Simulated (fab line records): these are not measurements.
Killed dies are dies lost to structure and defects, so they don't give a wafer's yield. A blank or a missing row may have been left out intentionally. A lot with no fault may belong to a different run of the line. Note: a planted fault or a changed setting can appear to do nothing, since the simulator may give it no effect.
Lot-split experiment + flow rit cmos + 23 wafers read from 5 lots, route of 202 steps

## SPLIT DETAILS
At RIT_NSD_IMPLANT_08, the setting energy kev was moved away from the recipe's 25 on 7 of the 23 wafers read, by +2.0% to +4.4%. The other wafers ran this setting at the recipe's value.

The reading is taken at the split's own step.

## THE READING
In nm, at RIT_NSD_IMPLANT_08: implant.drp nm, which is the simulator's own figure and was read by no gauge. The file does not state a usual value for it.

| wafer  | tool, chamber at the split | energy kev as run | against the recipe | implant.drp nm, nm | against lot-mates on the recipe |
|--------|----------------------------|-------------------|--------------------|--------------------|---------------------------------|
| L078.1 | implanter-02, 0            | 25                | recipe             | 14.84              | -                               |
| L078.2 | implanter-02, 0            | 25                | recipe             | 14.84              | -                               |
| L078.5 | implanter-02, 0            | 25                | recipe             | 14.84              | -                               |
| L079.1 | implanter-02, 0            | 25                | recipe             | 14.84              | -                               |
| L079.2 | implanter-02, 0            | 25                | recipe             | 14.84              | -                               |
| L079.5 | implanter-02, 0            | 25                | recipe             | 14.84              | -                               |
| L079.3 | implanter-02, 0            | 25.82             | +3.3%              | 15.13              | +0.29                           |
| L079.6 | implanter-02, 0            | 25.82             | +3.3%              | 15.13              | +0.29                           |
| L080.1 | implanter-02, 0            | 25                | recipe             | 14.84              | -                               |
| L080.4 | implanter-02, 0            | 25                | recipe             | 14.84              | -                               |
| L080.2 | implanter-02, 0            | 26.1              | +4.4%              | 15.23              | +0.39                           |
| L080.3 | implanter-02, 0            | 26.1              | +4.4%              | 15.23              | +0.39                           |
| L080.5 | implanter-02, 0            | 26.1              | +4.4%              | 15.23              | +0.39                           |
| L084.1 | implanter-02, 0            | 25                | recipe             | 14.84              | -                               |
| L084.2 | implanter-02, 0            | 25                | recipe             | 14.84              | -                               |
| L084.3 | implanter-02, 0            | 25                | recipe             | 14.84              | -                               |
| L084.5 | implanter-02, 0            | 25                | recipe             | 14.84              | -                               |
| L084.6 | implanter-02, 0            | 25                | recipe             | 14.84              | -                               |
| L085.2 | implanter-03, 0            | 25.5              | +2.0%              | 15.02              | +0.18                           |
| L085.4 | implanter-03, 0            | 25.5              | +2.0%              | 15.02              | +0.18                           |
| L085.3 | implanter-03, 0            | 25                | recipe             | 14.84              | -                               |
| L085.5 | implanter-03, 0            | 25                | recipe             | 14.84              | -                               |
| L085.6 | implanter-03, 0            | 25                | recipe             | 14.84              | -                               |

FIT RESULTS
A straight line over all 23 wafers: implant.drp nm changes by +0.0887 nm for each +1% of energy kev; r = +1.00; the points scatter about the line by 0.00085 nm.
The same after taking each lot's own level away (the mean of its wafers on the recipe; 23 wafers): +0.0887 nm for each +1%; r = +1.00; scatter 0.00085 nm.
According to that fit, moving energy kev by its largest amount changes the reading by 0.39 nm.
The lots' own levels span 14.840 to 14.840 nm.
The two slopes agree, so the slope changes little with the lot-to-lot level.
Check: +0.39 nm against its lot-mates is what the line predicts for one of the wafers moved furthest among these (+4.4%) when that wafer is left out of the fit. Against them it came out at +0.39 nm.

## THESE WAFERS: OTHER SPLITS
These wafers also went through other splits before the reading. Each is held against what the fit with the lots' levels taken away leaves over:
| other split on the same wafers  | wafers away from the commonest value | r with implant.drp nm (lot level and that fit taken away) |
|---------------------------------|--------------------------------------|-----------------------------------------------------------|
| RIT_GATE_EXPOSE_13 dose mj      | 5                                    | -0.08                                                     |
| RIT_NLDD_SOFTBAKE_02 temp c     | 11                                   | +0.23                                                     |
| RIT_NLDD_IMPLANT_08 energy kev  | 12                                   | -0.11                                                     |
| RIT_PLDD_SOFTBAKE_02 temp c     | 8                                    | -0.22                                                     |
| RIT_SPACER_CVD_03 nh3 flow sccm | 10                                   | -0.36                                                     |

## THE WHOLE CHAIN: every reading that the file lists as answering this split, in the file's order
| step               | what it does | reading                                                         | change (the file's fit)                | r (the file's) |
|--------------------|--------------|-----------------------------------------------------------------|----------------------------------------|----------------|
| RIT_NSD_IMPLANT_08 |              | implant.rp nm (the simulator's own value, which no gauge read)  | +0.215 nm for each +1% of the setting  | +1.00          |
| RIT_NSD_IMPLANT_08 |              | implant.drp nm (the simulator's own value, which no gauge read) | +0.0889 nm for each +1% of the setting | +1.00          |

## THE FILE'S OWN FIT
implant.drp nm changes by +0.0889 nm for each +1% of energy kev, r = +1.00.
